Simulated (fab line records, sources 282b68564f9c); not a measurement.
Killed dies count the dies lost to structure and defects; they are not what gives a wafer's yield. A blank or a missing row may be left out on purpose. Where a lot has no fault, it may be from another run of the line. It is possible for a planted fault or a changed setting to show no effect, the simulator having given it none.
fab line records	flow ritCmos	part 1 of 2: steps 1 to 25 of 37
record lots=5	wafers=15	lastDay=7
route steps=202 shown SPACER@128 NSD@131 PSD@142 SDANNEAL@153 PLDD@159 NLDD@160 SILICIDE@161
lots with no fault: from the same line, run without faults
startH: hours from the record's first day to the start of the lot's first wafer shown	waitH: hours from the lot's prior step to this one	" as in the row above	L1.1+2: several wafers, shown together as one row	- no value, or no start was given	* or withheld: withheld	< > ~ a bound
route shown NAME@n: names a module that has steps shown in the file, with the first one's number in the route	usual: mean/standard deviation of fault-free wafers	same: alike in all rows	chamber/n: place in a boat	sites: readings site by site	_std_site: standard deviation of those values	_edge_site: mean of outer sites minus mean of inner sites	radiusMm: for every site, how far away it sits from the centre of the wafer	mask NAME#n: copy n	behind: the most recent tool/chamber to have shaped the wafer	hold: why the lot was held/for how many hours/how that ended	device: transistor that didn't switch, given as n, p or np	end of line: tests run on the same wafers once the route is complete	step lacking rows: just its recipe	killed: count of dies lost to structure and defects at first sort (not the wafer's yield)	map: shows each die of a wafer: x if killed, . if not, _ if none is there
set.NAME: the setting that was run; set.NAME@STEP: the one run at that earlier step	model.NAME: the simulator's own value behind a step, which no gauge read
lots at some steps of the route; a table a step, a row a wafer
services: when a tool's chamber went out of use (startH, in hours from the record's first day, below 0 if earlier), for how many hours, and the reason
## steps
# step RIT_SPACER_CVD_03
# recipe material=Si3N4	targetThkNm=250	tempC=810	precursor=SiH2Cl2/NH3	timeS=3300	pressureMtorr=300	sih2cl2FlowSccm=60	nh3FlowSccm=150
lot.wafer	tool	chamber	startH	waitH
L087.2+3+5	lpcvd-02	1	109.89	0.0
L092.1+3+6	lpcvd-01	1	139.30	0.0
L093.1+4+6	lpcvd-01	0	153.15	0.0
L095.1+5+6	lpcvd-01	1	157.23	0.0
L097.3+4+5	lpcvd-02	0	165.91	0.0
# step RIT_SPACER_THK_MEAS_04
# recipe reads=Si3N4_of_SPACER_CVD_03
# usual SPACER_NITRIDE_THK=250.4/2.5
lot.wafer	tool	chamber	startH	waitH	SPACER_NITRIDE_THK[nm]
L087.2	filmMetro-03	-	111.81	0.0	251.8
L087.3	"	-	"	"	254.1
L087.5	"	-	"	"	252.5
L092.1	filmMetro-03	-	141.21	0.0	247.2
L092.3	"	-	"	"	247.8
L092.6	"	-	"	"	248.6
L093.1	filmMetro-03	-	155.07	0.0	251.5
L093.4	"	-	"	"	251.6
L093.6	"	-	"	"	248.9
L095.1	filmMetro-01	-	159.15	0.0	249.6
L095.5	"	-	"	"	248.5
L095.6	"	-	"	"	247.5
L097.3	filmMetro-01	-	167.85	0.0	250.9
L097.4	"	-	"	"	251.9
L097.5	"	-	"	"	251.2
# step RIT_SPACER_ETCHBACK_05
# recipe targetDepthA=2500	SF6_flow_sccm=30	CHF3_flow_sccm=30	target=Si3N4	chemistry=SF6/CHF3	pressureMtorr=40	rfW=250	timeS=246.9	stopOn=SiO2
# usual drypumpMotorCurrentA=5.80/0.28	oesProductAu=0.845/0.015	throttleValvePct=10.28/0.17
lot.wafer	tool	chamber	startH	waitH	drypumpMotorCurrentA	oesProductAu	rfHoursCounterH	throttleValvePct
L087.2	rieDiel-01	0	111.86	0.0	5.81	0.873	3	10.09
L087.3	"	2	"	"	5.52	0.860	122	10.37
L087.5	"	2	"	"	5.50	0.854	-	10.38
L092.1	rieDiel-01	1	141.27	0.1	5.84	0.821	6	10.35
L092.3	"	2	"	"	5.49	0.835	123	10.36
L092.6	"	3	"	"	5.98	0.853	-	10.07
L093.1	rieDiel-03	0	155.13	0.1	5.82	0.836	100	10.54
L093.4	"	1	"	"	5.92	0.847	-	10.46
L093.6	"	0	"	"	5.83	0.814	-	10.54
L095.1	rieDiel-03	1	159.21	0.1	5.97	0.847	134	10.46
L095.5	"	1	"	"	5.95	0.835	-	10.45
L095.6	"	3	"	"	6.08	0.842	-	10.40
L097.3	rieDiel-01	3	167.89	0.0	5.96	0.851	88	10.07
L097.4	"	2	"	"	5.48	0.854	124	10.37
L097.5	"	0	"	"	5.83	0.867	-	10.10
# step RIT_NSD_HMDS_00
# recipe primeTimeS=60	primeTempC=140
# usual exhaustPa=44.9/0.93
lot.wafer	tool	chamber	startH	waitH	exhaustPa
L087.2	lithoTrack-02	0	112.04	0.1	45.1
L087.3	"	0	"	"	44.3
L087.5	"	0	"	"	44.3
L092.1	lithoTrack-04	0	141.53	0.2	44.6
L092.3	"	0	"	"	46.3
L092.6	"	0	"	"	45.1
L093.1	lithoTrack-03	0	155.28	0.1	44.2
L093.4	"	0	"	"	45.8
L093.6	"	0	"	"	44.4
L095.1	lithoTrack-03	0	159.36	0.1	44.0
L095.5	"	0	"	"	44.5
L095.6	"	0	"	"	44.5
L097.3	lithoTrack-02	0	168.09	0.1	44.2
L097.4	"	0	"	"	45.7
L097.5	"	0	"	"	45.7
# step RIT_NSD_COAT_01
# recipe resist=NOVOLAK	spinRpm=3250	resistThkNm=1000
# usual exhaustPa=45.1/0.8	spinSpeedRpm=3250.0/2
lot.wafer	tool	chamber	startH	waitH	exhaustPa	spinSpeedRpm
L087.2	lithoTrack-02	0	112.19	0.1	46.4	3249.9
L087.3	"	0	"	"	44.8	3251.5
L087.5	"	0	"	"	45.5	3251.7
L092.1	lithoTrack-04	0	141.68	0.1	44.9	3248.4
L092.3	"	0	"	"	44.8	3252.6
L092.6	"	0	"	"	43.8	3248.6
L093.1	lithoTrack-03	0	155.43	0.1	44.5	3252.1
L093.4	"	0	"	"	44.6	3251.9
L093.6	"	0	"	"	44.7	3249.5
L095.1	lithoTrack-03	0	159.51	0.1	46.9	3252.6
L095.5	"	0	"	"	44.8	3249.4
L095.6	"	0	"	"	45.5	3250.5
L097.3	lithoTrack-02	0	168.24	0.1	44.4	3246.2
L097.4	"	0	"	"	45.5	3249.1
L097.5	"	0	"	"	44.7	3250.8
# step RIT_NSD_SOFTBAKE_02
# recipe resist=NOVOLAK	tempC=90	timeS=60
# usual exhaustPa=44.9/0.87	plateTempC=90.04/0.12
lot.wafer	tool	chamber	startH	waitH	exhaustPa	plateTempC
L087.2	lithoTrack-02	0	112.34	0.1	43.4	90.03
L087.3	"	0	"	"	44.4	90.02
L087.5	"	0	"	"	43.9	90.02
L092.1	lithoTrack-04	0	141.83	0.1	46.5	90.02
L092.3	"	0	"	"	46.3	90.18
L092.6	"	0	"	"	46.2	89.98
L093.1	lithoTrack-03	0	155.58	0.1	45.9	89.88
L093.4	"	0	"	"	45.2	89.90
L093.6	"	0	"	"	44.7	89.74
L095.1	lithoTrack-03	0	159.66	0.1	45.6	90.22
L095.5	"	0	"	"	46.0	90.19
L095.6	"	0	"	"	45.6	90.10
L097.3	lithoTrack-02	0	168.39	0.1	45.1	89.91
L097.4	"	0	"	"	44.7	89.97
L097.5	"	0	"	"	44.8	89.83
# step RIT_NSD_EXPOSE_03
# recipe maskId=M9	na=0.57	targetCdNm=40700	doseMj=250
# same na=0.57
lot.wafer	tool	chamber	startH	waitH	mask
L087.2+3+5	ilineStepper-01	0	112.64	0.3	M9#0
L092.1+3+6	ilineStepper-02	0	142.11	0.2	M9#0
L093.1+4+6	ilineStepper-02	0	155.73	0.1	M9#0
L095.1+5+6	ilineStepper-02	0	159.94	0.2	M9#0
L097.3+4+5	ilineStepper-02	0	168.53	0.1	M9#0
# step RIT_NSD_PEB_04
# recipe resist=NOVOLAK	tempC=withheld	timeS=withheld
# usual exhaustPa=44.9/0.89
lot.wafer	tool	chamber	startH	waitH	exhaustPa
L087.2	lithoTrack-02	0	112.76	0.1	44.9
L087.3	"	0	"	"	45.6
L087.5	"	0	"	"	46.1
L092.1	lithoTrack-03	0	142.23	0.1	45.2
L092.3	"	0	"	"	44.5
L092.6	"	0	"	"	44.0
L093.1	lithoTrack-04	0	155.84	0.1	44.8
L093.4	"	0	"	"	45.8
L093.6	"	0	"	"	45.1
L095.1	lithoTrack-04	0	160.12	0.2	45.2
L095.5	"	0	"	"	44.1
L095.6	"	0	"	"	44.2
L097.3	lithoTrack-02	0	168.66	0.1	43.6
L097.4	"	0	"	"	45.3
L097.5	"	0	"	"	43.2
# step RIT_NSD_DEVELOP_05
# recipe resist=NOVOLAK	developTimeS=50	devTempC=23
# usual developerTempC=23.00/0.11	exhaustPa=45.2/0.94
lot.wafer	tool	chamber	startH	waitH	developerTempC	exhaustPa
L087.2	lithoTrack-02	0	-	-	22.87	44.7
L087.3	"	0	"	"	22.90	44.7
L087.5	"	0	"	"	23.00	45.1
L092.1	lithoTrack-03	0	-	-	22.98	45.0
L092.3	"	0	"	"	23.12	46.3
L092.6	"	0	"	"	22.99	46.0
L093.1	lithoTrack-04	0	-	-	22.99	46.4
L093.4	"	0	"	"	22.92	45.1
L093.6	"	0	"	"	23.18	46.3
L095.1	lithoTrack-04	0	-	-	23.01	46.1
L095.5	"	0	"	"	22.95	45.4
L095.6	"	0	"	"	22.95	45.5
L097.3	lithoTrack-02	0	-	-	23.11	45.0
L097.4	"	0	"	"	23.10	45.4
L097.5	"	0	"	"	23.15	45.4
# step RIT_NSD_OVL_MEAS_06
# usual NSD_OVL=0.4/1.5
lot.wafer	tool	chamber	startH	waitH	NSD_OVL[nm]
L087.2	overlay-01	-	113.03	-	2.9
L087.3	"	-	"	"	2.9
L087.5	"	-	"	"	1.7
L092.1	overlay-01	-	142.51	-	1.1
L092.3	"	-	"	"	0.6
L092.6	"	-	"	"	-3.2
L093.1	overlay-02	-	156.13	-	1.7
L093.4	"	-	"	"	1.7
L093.6	"	-	"	"	1.0
L095.1	overlay-02	-	160.40	-	1.7
L095.5	"	-	"	"	-1.0
L095.6	"	-	"	"	0.0
L097.3	overlay-01	-	168.90	-	3.0
L097.4	"	-	"	"	2.5
L097.5	"	-	"	"	2.7
# step RIT_NSD_HARDBAKE_07
# recipe resist=NOVOLAK	tempC=140	timeS=60
# usual exhaustPa=44.8/0.93	plateTempC=140.01/0.12
lot.wafer	tool	chamber	startH	waitH	exhaustPa	plateTempC
L087.2	lithoTrack-02	0	113.08	0.0	46.0	140.08
L087.3	"	0	"	"	45.3	140.13
L087.5	"	0	"	"	45.9	140.04
L092.1	lithoTrack-04	0	142.55	0.0	44.8	140.05
L092.3	"	0	"	"	45.6	139.89
L092.6	"	0	"	"	44.2	139.77
L093.1	lithoTrack-04	0	156.16	0.0	44.2	140.13
L093.4	"	0	"	"	46.5	139.98
L093.6	"	0	"	"	45.0	140.18
L095.1	lithoTrack-04	0	160.68	0.3	43.8	140.10
L095.5	"	0	"	"	44.3	140.04
L095.6	"	0	"	"	44.3	139.96
L097.3	lithoTrack-02	0	168.97	0.1	44.6	139.87
L097.4	"	0	"	"	43.5	140.00
L097.5	"	0	"	"	44.8	140.01
# step RIT_NSD_IMPLANT_08
# recipe species=P	energyKev=25	doseCm2=1e+15	tiltDeg=7
# usual tiltDeg=7.001/0.021
lot.wafer	tool	chamber	startH	waitH	tiltDeg
L087.2	implanter-01	0	113.23	0.1	7.004
L087.3	"	0	"	"	7.010
L087.5	"	0	"	"	6.993
L092.1	implanter-04	0	142.70	0.1	7.013
L092.3	"	0	"	"	7.003
L092.6	"	0	"	"	7.009
L093.1	implanter-01	0	156.31	0.1	7.030
L093.4	"	0	"	"	7.012
L093.6	"	0	"	"	7.038
L095.1	implanter-01	0	160.83	0.1	6.996
L095.5	"	0	"	"	7.029
L095.6	"	0	"	"	7.009
L097.3	implanter-04	0	169.12	0.1	6.987
L097.4	"	0	"	"	6.973
L097.5	"	0	"	"	7.010
# step RIT_NSD_STRIP_09
# recipe chemistry=O2	timeS=180	resist=NOVOLAK	platenTempC=withheld	powerW=500	pressureMtorr=4000	o2FlowSccm=4000
# usual drypumpMotorCurrentA=6.06/0.25
lot.wafer	tool	chamber	startH	waitH	drypumpMotorCurrentA	rfHoursCounterH
L087.2	plasmaAsher-04	1	113.42	0.2	6.37	45
L087.3	"	0	"	"	6.03	-
L087.5	"	1	"	"	6.42	-
L092.1	plasmaAsher-01	1	142.85	0.1	5.65	49
L092.3	"	1	"	"	5.66	-
L092.6	"	0	"	"	5.63	-
L093.1	plasmaAsher-03	1	156.46	0.1	5.96	39
L093.4	"	1	"	"	5.95	-
L093.6	"	1	"	"	5.94	-
L095.1	plasmaAsher-04	0	160.98	0.1	6.06	50
L095.5	"	1	"	"	6.42	-
L095.6	"	0	"	"	6.05	-
L097.3	plasmaAsher-04	0	169.28	0.1	6.07	-
L097.4	"	1	"	"	6.41	-
L097.5	"	1	"	"	6.37	-
# step RIT_NSD_TW_MEAS_10
# usual NSD_TW=3101/31
lot.wafer	tool	chamber	startH	waitH	NSD_TW
L087.2	filmMetro-04	-	113.60	0.1	3132
L087.3	"	-	"	"	3110
L087.5	"	-	"	"	3131
L092.1	filmMetro-01	-	143.02	0.1	3082
L092.3	"	-	"	"	3080
L092.6	"	-	"	"	3072
L093.1	filmMetro-02	-	156.64	0.1	3083
L093.4	"	-	"	"	3099
L093.6	"	-	"	"	3096
L095.1	filmMetro-04	-	161.16	0.1	3165
L095.5	"	-	"	"	3150
L095.6	"	-	"	"	3158
L097.3	filmMetro-04	-	169.42	0.1	3152
L097.4	"	-	"	"	3149
L097.5	"	-	"	"	3146
# step RIT_PSD_HMDS_00
# recipe primeTimeS=60	primeTempC=140
# usual exhaustPa=45.1/0.84
lot.wafer	tool	chamber	startH	waitH	exhaustPa
L087.2	lithoTrack-01	0	113.68	0.1	45.5
L087.3	"	0	"	"	45.5
L087.5	"	0	"	"	45.2
L092.1	lithoTrack-04	0	143.08	0.1	44.8
L092.3	"	0	"	"	43.8
L092.6	"	0	"	"	44.5
L093.1	lithoTrack-01	0	156.70	0.1	45.8
L093.4	"	0	"	"	45.8
L093.6	"	0	"	"	45.5
L095.1	lithoTrack-01	0	161.22	0.1	43.9
L095.5	"	0	"	"	43.3
L095.6	"	0	"	"	43.1
L097.3	lithoTrack-04	0	169.51	0.1	46.2
L097.4	"	0	"	"	45.4
L097.5	"	0	"	"	46.0
# step RIT_PSD_COAT_01
# recipe resist=NOVOLAK	spinRpm=3250	resistThkNm=1000
# usual exhaustPa=45.1/0.83	spinSpeedRpm=3249.9/2.2
lot.wafer	tool	chamber	startH	waitH	exhaustPa	spinSpeedRpm
L087.2	lithoTrack-01	0	113.83	0.1	46.1	3247.8
L087.3	"	0	"	"	44.2	3248.5
L087.5	"	0	"	"	44.4	3249.8
L092.1	lithoTrack-04	0	143.23	0.1	45.4	3250.7
L092.3	"	0	"	"	46.8	3248.5
L092.6	"	0	"	"	45.5	3247.5
L093.1	lithoTrack-01	0	156.85	0.1	46.6	3250.4
L093.4	"	0	"	"	45.3	3249.0
L093.6	"	0	"	"	45.3	3249.8
L095.1	lithoTrack-01	0	161.37	0.1	45.5	3250.0
L095.5	"	0	"	"	45.8	3249.3
L095.6	"	0	"	"	44.6	3249.1
L097.3	lithoTrack-04	0	169.66	0.1	44.8	3247.6
L097.4	"	0	"	"	43.8	3246.1
L097.5	"	0	"	"	44.3	3247.3
# step RIT_PSD_SOFTBAKE_02
# recipe resist=NOVOLAK	tempC=90	timeS=60
# usual exhaustPa=45.0/0.92	plateTempC=90.01/0.13
lot.wafer	tool	chamber	startH	waitH	exhaustPa	plateTempC
L087.2	lithoTrack-01	0	113.98	0.1	45.1	89.71
L087.3	"	0	"	"	45.1	90.20
L087.5	"	0	"	"	45.8	90.02
L092.1	lithoTrack-04	0	143.38	0.1	46.2	89.92
L092.3	"	0	"	"	44.7	89.96
L092.6	"	0	"	"	45.4	89.96
L093.1	lithoTrack-01	0	157.00	0.1	46.1	90.05
L093.4	"	0	"	"	46.7	89.85
L093.6	"	0	"	"	45.0	89.90
L095.1	lithoTrack-01	0	161.52	0.1	44.2	89.88
L095.5	"	0	"	"	45.0	90.05
L095.6	"	0	"	"	43.9	89.97
L097.3	lithoTrack-04	0	169.81	0.1	44.9	89.67
L097.4	"	0	"	"	44.4	89.80
L097.5	"	0	"	"	43.6	89.93
# step RIT_PSD_EXPOSE_03
# recipe maskId=M10	na=0.57	targetCdNm=40900	doseMj=250
# same na=0.57
lot.wafer	tool	chamber	startH	waitH	mask
L087.2+3+5	ilineStepper-02	0	114.12	0.1	M10#0
L092.1+3+6	ilineStepper-02	0	143.66	0.2	M10#0
L093.1+4+6	ilineStepper-02	0	157.15	0.1	M10#0
L095.1+5+6	ilineStepper-01	0	161.67	0.1	M10#0
L097.3+4+5	ilineStepper-01	0	169.95	0.1	M10#0
# step RIT_PSD_PEB_04
# recipe resist=NOVOLAK	tempC=withheld	timeS=withheld
# usual exhaustPa=45.1/0.93
lot.wafer	tool	chamber	startH	waitH	exhaustPa
L087.2	lithoTrack-03	0	114.25	0.1	44.7
L087.3	"	0	"	"	45.7
L087.5	"	0	"	"	45.1
L092.1	lithoTrack-03	0	143.78	0.1	44.4
L092.3	"	0	"	"	45.4
L092.6	"	0	"	"	45.8
L093.1	lithoTrack-04	0	157.26	0.1	45.5
L093.4	"	0	"	"	46.5
L093.6	"	0	"	"	45.5
L095.1	lithoTrack-03	0	161.78	0.1	45.3
L095.5	"	0	"	"	45.1
L095.6	"	0	"	"	46.3
L097.3	lithoTrack-01	0	170.08	0.1	46.0
L097.4	"	0	"	"	45.0
L097.5	"	0	"	"	46.8
# step RIT_PSD_DEVELOP_05
# recipe resist=NOVOLAK	developTimeS=51.19	devTempC=23
# usual developerTempC=23.03/0.093	exhaustPa=45.0/0.77
lot.wafer	tool	chamber	startH	waitH	developerTempC	exhaustPa
L087.2	lithoTrack-03	0	-	-	23.02	45.1
L087.3	"	0	"	"	22.91	44.8
L087.5	"	0	"	"	23.11	45.5
L092.1	lithoTrack-03	0	-	-	23.07	45.0
L092.3	"	0	"	"	23.06	43.9
L092.6	"	0	"	"	22.94	45.9
L093.1	lithoTrack-04	0	-	-	23.22	44.8
L093.4	"	0	"	"	22.98	44.5
L093.6	"	0	"	"	23.04	44.4
L095.1	lithoTrack-03	0	-	-	22.98	43.6
L095.5	"	0	"	"	22.93	44.3
L095.6	"	0	"	"	22.88	45.4
L097.3	lithoTrack-01	0	-	-	23.03	44.4
L097.4	"	0	"	"	22.99	44.6
L097.5	"	0	"	"	23.05	44.5
# step RIT_PSD_OVL_MEAS_06
# usual PSD_OVL=-1.1/1.5
lot.wafer	tool	chamber	startH	waitH	PSD_OVL[nm]
L087.2	overlay-02	-	114.51	-	0.2
L087.3	"	-	"	"	-1.5
L087.5	"	-	"	"	-0.9
L092.1	overlay-01	-	144.06	-	-4.0
L092.3	"	-	"	"	-1.3
L092.6	"	-	"	"	-1.2
L093.1	overlay-02	-	157.55	-	0.4
L093.4	"	-	"	"	-0.2
L093.6	"	-	"	"	1.6
L095.1	overlay-02	-	162.07	-	-0.9
L095.5	"	-	"	"	0.8
L095.6	"	-	"	"	-2.2
L097.3	overlay-02	-	170.32	-	-1.6
L097.4	"	-	"	"	-1.9
L097.5	"	-	"	"	-2.7
# step RIT_PSD_HARDBAKE_07
# recipe resist=NOVOLAK	tempC=140	timeS=60
# usual exhaustPa=45.2/0.9	plateTempC=140.01/0.14
lot.wafer	tool	chamber	startH	waitH	exhaustPa	plateTempC
L087.2	lithoTrack-04	0	114.57	0.0	45.8	139.82
L087.3	"	0	"	"	45.4	140.07
L087.5	"	0	"	"	46.6	139.93
L092.1	lithoTrack-03	0	144.09	0.0	45.5	139.88
L092.3	"	0	"	"	46.3	139.99
L092.6	"	0	"	"	46.4	139.85
L093.1	lithoTrack-03	0	157.58	0.0	45.8	140.08
L093.4	"	0	"	"	45.9	140.04
L093.6	"	0	"	"	45.7	140.15
L095.1	lithoTrack-04	0	162.10	0.0	45.3	139.72
L095.5	"	0	"	"	45.3	139.91
L095.6	"	0	"	"	44.9	139.87
L097.3	lithoTrack-04	0	170.40	0.1	44.8	140.03
L097.4	"	0	"	"	45.3	140.17
L097.5	"	0	"	"	45.5	140.13
# step RIT_PSD_IMPLANT_08
# recipe species=BF2	energyKev=27	doseCm2=5e+15	tiltDeg=7
# usual tiltDeg=7.000/0.02
lot.wafer	tool	chamber	startH	waitH	tiltDeg
L087.2	implanter-04	0	114.72	0.1	7.018
L087.3	"	0	"	"	7.012
L087.5	"	0	"	"	7.014
L092.1	implanter-04	0	144.24	0.1	6.977
L092.3	"	0	"	"	6.992
L092.6	"	0	"	"	6.956
L093.1	implanter-04	0	157.73	0.1	6.990
L093.4	"	0	"	"	7.006
L093.6	"	0	"	"	6.968
L095.1	implanter-03	0	162.25	0.1	6.967
L095.5	"	0	"	"	6.996
L095.6	"	0	"	"	6.982
L097.3	implanter-02	0	170.55	0.1	7.019
L097.4	"	0	"	"	6.982
L097.5	"	0	"	"	6.989
# step RIT_PSD_STRIP_09
# recipe chemistry=O2	timeS=180	resist=NOVOLAK	platenTempC=withheld	powerW=500	pressureMtorr=4000	o2FlowSccm=4000
# usual drypumpMotorCurrentA=6.03/0.19
lot.wafer	tool	chamber	startH	waitH	drypumpMotorCurrentA	rfHoursCounterH
L087.2	plasmaAsher-03	0	114.84	0.1	6.17	35
L087.3	"	1	"	"	5.96	-
L087.5	"	1	"	"	5.97	-
L092.1	plasmaAsher-02	0	144.39	0.1	6.05	3
L092.3	"	0	"	"	6.05	-
L092.6	"	0	"	"	6.06	-
L093.1	plasmaAsher-03	1	157.88	0.1	5.97	39
L093.4	"	1	"	"	6.00	-
L093.6	"	0	"	"	6.18	-
L095.1	plasmaAsher-03	1	162.40	0.1	5.99	40
L095.5	"	0	"	"	6.15	-
L095.6	"	1	"	"	5.99	-
L097.3	plasmaAsher-03	0	170.70	0.1	6.15	-
L097.4	"	1	"	"	5.93	-
L097.5	"	1	"	"	5.95	-
# step RIT_PSD_TW_MEAS_10
# usual PSD_TW=3413/31
lot.wafer	tool	chamber	startH	waitH	PSD_TW
L087.2	filmMetro-02	-	115.03	0.1	3411
L087.3	"	-	"	"	3406
L087.5	"	-	"	"	3418
L092.1	filmMetro-01	-	144.57	0.1	3397
L092.3	"	-	"	"	3396
L092.6	"	-	"	"	3408
L093.1	filmMetro-02	-	158.06	0.1	3401
L093.4	"	-	"	"	3393
L093.6	"	-	"	"	3399
L095.1	filmMetro-04	-	162.58	0.1	3466
L095.5	"	-	"	"	3440
L095.6	"	-	"	"	3468
L097.3	filmMetro-02	-	170.84	0.1	3427
L097.4	"	-	"	"	3414
L097.5	"	-	"	"	3421
